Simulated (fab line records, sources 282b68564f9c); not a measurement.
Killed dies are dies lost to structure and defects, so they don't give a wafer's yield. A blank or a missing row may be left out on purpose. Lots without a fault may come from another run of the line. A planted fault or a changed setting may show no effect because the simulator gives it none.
Which tool did it? | flow rit_cmos | 14 lots, 42 wafers sampled, at 5 steps of a route of 202

WHAT THE GAUGES READ, wafer by wafer
RIT_ACTIVE_THK_MEAS_02. Usual: ACTIVE_OXIDE_THK 46.8 nm, standard deviation 0.89.
lot  | measured    | on            | ACTIVE_OXIDE_THK (nm) | flag
L848 | day 1 12:04 | film_metro-04 | 47.3 47.5 47.5        |
L849 | day 1 17:04 | film_metro-01 | 46.0 45.5 46.6        |
L850 | day 1 22:04 | film_metro-04 | 46.5 46.4 46.7        |
L851 | day 2 03:03 | film_metro-02 | 47.8 48.0 47.8        |
L852 | day 2 08:03 | film_metro-01 | 47.4 47.4 47.3        |
L853 | day 2 13:03 | film_metro-01 | 49.0 47.3 48.2        |
L854 | day 2 18:03 | film_metro-01 | 46.8 47.4 46.6        |
L855 | day 2 23:05 | film_metro-02 | 46.2 46.1 45.3        |
L856 | day 3 04:03 | film_metro-04 | 47.4 47.1 47.3        |
L857 | day 3 09:03 | film_metro-04 | 46.4 47.3 46.7        |
L858 | day 3 14:03 | film_metro-02 | 46.7 46.8 46.9        |
L861 | day 4 06:19 | film_metro-04 | 44.1 45.8 44.7        |
L863 | day 4 15:03 | film_metro-02 | 47.9 47.8 47.9        |
L864 | day 4 20:11 | film_metro-01 | 47.9 47.7 47.5        |

RIT_FOX1_THK_MEAS_01. Usual: FOX1_OXIDE_THK 349 nm, standard deviation 7.
lot  | measured    | on            | FOX1_OXIDE_THK (nm) | flag
L848 | day 1 16:50 | film_metro-04 | 348 354 350         |
L849 | day 1 22:13 | film_metro-03 | 346 353 354         |
L850 | day 2 03:33 | film_metro-02 | 347 345 346         |
L851 | day 2 08:02 | film_metro-02 | 349 347 349         |
L852 | day 2 12:50 | film_metro-02 | 346 348 351         |
L853 | day 2 17:51 | film_metro-02 | 360 360 359         |
L854 | day 2 22:49 | film_metro-03 | 351 359 357         |
L855 | day 3 04:33 | film_metro-03 | 345 355 347         |
L856 | day 3 08:59 | film_metro-03 | 352 346 343         |
L857 | day 3 13:51 | film_metro-04 | 334 338 338         |
L858 | day 3 20:22 | film_metro-04 | 342 338 339         |
L861 | day 4 11:09 | film_metro-04 | 348 343 354         |
L863 | day 4 21:32 | film_metro-04 | 234 226 229         | OFF
L864 | day 5 02:31 | film_metro-04 | 235 236 236         | OFF

RIT_WELLDRIVE_RS_MEAS_01: measures by four-point-probe. Usual: NWELL_RS 275.5 ohm/sq, standard deviation 0.83.
lot  | measured    | on            | NWELL_RS (ohm/sq) | flag
L848 | day 2 03:43 | film_metro-01 | 275.9 276.0 276.1 |
L849 | day 2 09:16 | film_metro-01 | 274.2 275.2 275.5 |
L850 | day 2 14:30 | film_metro-03 | 275.7 275.5 275.1 |
L851 | day 2 19:34 | film_metro-03 | 276.3 275.9 276.1 |
L852 | day 3 00:10 | film_metro-01 | 273.8 274.3 274.8 |
L853 | day 3 04:50 | film_metro-04 | 275.0 275.6 276.1 |
L854 | day 3 09:55 | film_metro-03 | 277.8 277.7 276.5 |
L855 | day 3 15:26 | film_metro-04 | 274.5 275.6 274.5 |
L856 | day 3 20:13 | film_metro-03 | 274.6 275.5 275.6 |
L857 | day 4 02:07 | film_metro-04 | 275.0 275.1 276.1 |
L858 | day 4 07:27 | film_metro-01 | 276.2 275.2 275.0 |
L861 | day 4 22:55 | film_metro-04 | 276.9 276.5 276.7 |
L863 | day 5 08:52 | film_metro-03 | 275.2 275.6 274.8 |
L864 | day 5 18:16 | film_metro-03 | 275.9 275.8 275.5 |

RIT_NSD_OVL_MEAS_06. Usual: NSD_OVL 0.0 nm, standard deviation 1.3.
lot  | measured    | on         | NSD_OVL (nm)   | flag
L848 | day 2 21:58 | overlay-02 | -0.3 1.5 1.4   |
L849 | day 3 03:52 | overlay-02 | 0.6 -0.9 1.0   |
L850 | day 3 09:47 | overlay-01 | -0.5 -0.6 -1.4 |
L851 | day 3 13:55 | overlay-02 | 0.6 3.6 3.5    |
L852 | day 3 18:20 | overlay-01 | -2.0 -2.1 -0.9 |
L853 | day 3 23:17 | overlay-02 | 0.8 1.2 -0.3   |
L854 | day 4 05:42 | overlay-02 | -0.4 1.4 -0.4  |
L855 | day 4 10:55 | overlay-01 | 1.1 1.2 1.4    |
L856 | day 4 16:19 | overlay-02 | 1.3 1.0 -0.3   |
L857 | day 4 21:40 | overlay-02 | -1.4 -0.1 0.0  |
L858 | day 5 02:48 | overlay-02 | -0.7 0.2 -1.9  |
L861 | day 5 21:55 | overlay-01 | -0.3 0.5 0.0   |
L863 | day 6 06:34 | overlay-02 | -0.6 -1.1 0.3  |
L864 | day 6 14:58 | overlay-02 | 0.4 0.6 1.5    |

WHICH TOOL RAN EACH LOT (tool, then ch and the chambers of the sampled wafers, then the start)
lot  | RIT_FOX1_OXIDATION_00
L848 | furnace-01 ch 0, day 1 15:31
L849 | furnace-01 ch 0, day 1 20:53
L850 | furnace-02 ch 0, day 2 02:14
L851 | furnace-01 ch 0, day 2 06:44
L852 | furnace-01 ch 0, day 2 11:31
L853 | furnace-02 ch 0, day 2 16:32
L854 | furnace-02 ch 0, day 2 21:30
L855 | furnace-04 ch 0, day 3 03:12
L856 | furnace-01 ch 0, day 3 07:40
L857 | furnace-01 ch 0, day 3 12:32
L858 | furnace-04 ch 0, day 3 19:03
L861 | furnace-02 ch 0, day 4 09:49
L863 | furnace-04 ch 0, day 4 20:13
L864 | furnace-04 ch 0, day 5 01:13
- RIT_FOX1_OXIDATION_00: target thk 350.7 nm, ox time 1130 s.

WHAT THE TOOLS THEMSELVES READ (means of the sampled wafers that have a number; where no wafer has one, the mark that the record gives instead)
RIT_FOX1_OXIDATION_00. Usual: zone_power_source_pct 41.7 %, standard deviation 2.8.
lot  | tool       | zone_power_source_pct (%) | flag
L848 | furnace-01 | 37.6                      |
L849 | furnace-01 | 37.2                      |
L850 | furnace-02 | 45.1                      |
L851 | furnace-01 | 37.8                      |
L852 | furnace-01 | 37.9                      |
L853 | furnace-02 | 45.3                      |
L854 | furnace-02 | 45.2                      |
L855 | furnace-04 | 42.1                      |
L856 | furnace-01 | 37.3                      |
L857 | furnace-01 | 37.7                      |
L858 | furnace-04 | 42.1                      |
L861 | furnace-02 | 45.1                      |
L863 | furnace-04 | 41.5                      |
L864 | furnace-04 | 42.1                      |

THE ANSWER, worked out from the rows above alone
Rule: a lot is off if the mean of its wafers that have a number lies more than 3 standard deviations from the usual mean. A lot without any number at a reading at which 4 lots or more have one is off too. The other lots that the step has rows for count as sound. The gauges are gone through in route order, then the tools' own readings, and for those a lot's mean is taken as printed above. The first step at which some lot is off is used, and at that step the reading that is off furthest; a lot without a number counts as furthest.
Off: L863, L864, at RIT_FOX1_THK_MEAS_01 (FOX1_OXIDE_THK).
A tool fits if, at a process step before that reading, it ran every lot that is off, and no sound lot after the first of them. The gauges at RIT_FOX1_THK_MEAS_01 are tried like those tools. Can't be told from this: 2 tools fit, furnace-04 at RIT_FOX1_OXIDATION_00, film_metro-04 at RIT_FOX1_THK_MEAS_01.

WHAT THE SIMULATOR HAD PUT IN
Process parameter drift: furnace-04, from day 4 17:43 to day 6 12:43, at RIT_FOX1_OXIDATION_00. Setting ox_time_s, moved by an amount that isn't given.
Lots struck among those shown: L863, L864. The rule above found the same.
